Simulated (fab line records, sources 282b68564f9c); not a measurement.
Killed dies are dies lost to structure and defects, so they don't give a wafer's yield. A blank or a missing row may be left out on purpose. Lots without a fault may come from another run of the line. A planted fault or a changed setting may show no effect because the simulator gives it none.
Which tool did it? | flow rit_cmos | 15 lots, 45 wafers sampled, at 2 steps of a route of 202

WHAT THE GAUGES READ, wafer by wafer
RIT_CONTACT_THK_MEAS_01.
lot  | measured    | on            | CONTACT_TEOS_THK (nm)
L351 | day 3 12:20 | film_metro-01 | 373 385 386
L352 | day 3 14:24 | film_metro-04 | 377 389 384
L353 | day 4 01:52 | film_metro-02 | 382 388 383
L354 | day 4 07:52 | film_metro-02 | 373 377 372
L356 | day 4 15:07 | film_metro-01 | 380 380 386
L355 | day 4 15:22 | film_metro-02 | 371 376 379
L357 | day 4 22:52 | film_metro-02 | 375 379 386
L361 | day 5 20:23 | film_metro-04 | 379 383 382
L362 | day 5 22:26 | film_metro-04 | 368 376 380
L363 | day 6 02:01 | film_metro-04 | 764 757 751
L364 | day 6 06:08 | film_metro-01 | 385 384 393
L367 | day 6 21:49 | film_metro-02 | 385 390 385
L369 | day 7 08:08 | film_metro-04 | 739 775 757
L370 | day 7 16:21 | film_metro-04 | 763 771 784
L373 | day 8 14:29 | film_metro-04 | 381 379 390

WHICH TOOL RAN EACH LOT (tool, then ch and the chambers of the sampled wafers, then the start)
lot  | RIT_CONTACT_CVD_00
L351 | pecvd-03 ch 0,1,2, day 3 12:16
L352 | pecvd-02 ch 0,2, day 3 14:20
L353 | pecvd-04 ch 0,1, day 4 01:48
L354 | pecvd-03 ch 0,1,2, day 4 07:48
L356 | pecvd-02 ch 0,1, day 4 15:04
L355 | pecvd-04 ch 1,2, day 4 15:18
L357 | pecvd-03 ch 0,1,2, day 4 22:48
L361 | pecvd-02 ch 0,1, day 5 20:19
L362 | pecvd-04 ch 1,2, day 5 22:22
L363 | pecvd-03 ch 0,1,2, day 6 01:44
L364 | pecvd-02 ch 0,1, day 6 06:05
L367 | pecvd-02 ch 1,2, day 6 21:45
L369 | pecvd-03 ch 0,2, day 7 07:50
L370 | pecvd-02 ch 0,1, day 7 16:05
L373 | pecvd-02 ch 0,2, day 8 14:26
- RIT_CONTACT_CVD_00: deposits SiO2 from TEOS, target thk 400 nm, time 58.18 s.

WHAT THE TOOLS THEMSELVES READ (means of the sampled wafers that have a number; where no wafer has one, the mark that the record gives instead)
RIT_CONTACT_CVD_00.
lot  | tool     | heater_power_w (W)
L351 | pecvd-03 | 374
L352 | pecvd-02 | 318
L353 | pecvd-04 | 327
L354 | pecvd-03 | 365
L356 | pecvd-02 | 275
L355 | pecvd-04 | 297
L357 | pecvd-03 | 364
L361 | pecvd-02 | 304
L362 | pecvd-04 | 266
L363 | pecvd-03 | 340
L364 | pecvd-02 | 303
L367 | pecvd-02 | 286
L369 | pecvd-03 | 379
L370 | pecvd-02 | 271
L373 | pecvd-02 | 294

THE ANSWER, worked out from the rows above alone
Rule: what is usual is taken from the lots themselves. Put in order of their means at a reading, lots are off if they are a third of the lots or fewer, leave a main group of 4 or more, and stand apart from it by a gap of 3 or more times the standard deviation of the main group's means; of several such gaps the widest counts. A main group whose means are all the same, to the digits that the tables above print for the reading, isn't used. A lot without any number at a reading at which 4 lots or more have one is off too. The other lots that the step has rows for count as sound. The gauges are gone through in route order, then the tools' own readings, and for those a lot's mean is taken as printed above. The first step at which some lot is off is used, and at that step the reading that is off furthest; a lot without a number counts as furthest.
Off: L363, L369, L370, at RIT_CONTACT_THK_MEAS_01 (CONTACT_TEOS_THK). The main group: mean 381 nm, standard deviation 4.3.
A tool fits if, at a process step before that reading, it ran every lot that is off, and no sound lot after the first of them. The gauges at RIT_CONTACT_THK_MEAS_01 are tried like those tools. None of those tried fits.

WHAT THE SIMULATOR HAD PUT IN
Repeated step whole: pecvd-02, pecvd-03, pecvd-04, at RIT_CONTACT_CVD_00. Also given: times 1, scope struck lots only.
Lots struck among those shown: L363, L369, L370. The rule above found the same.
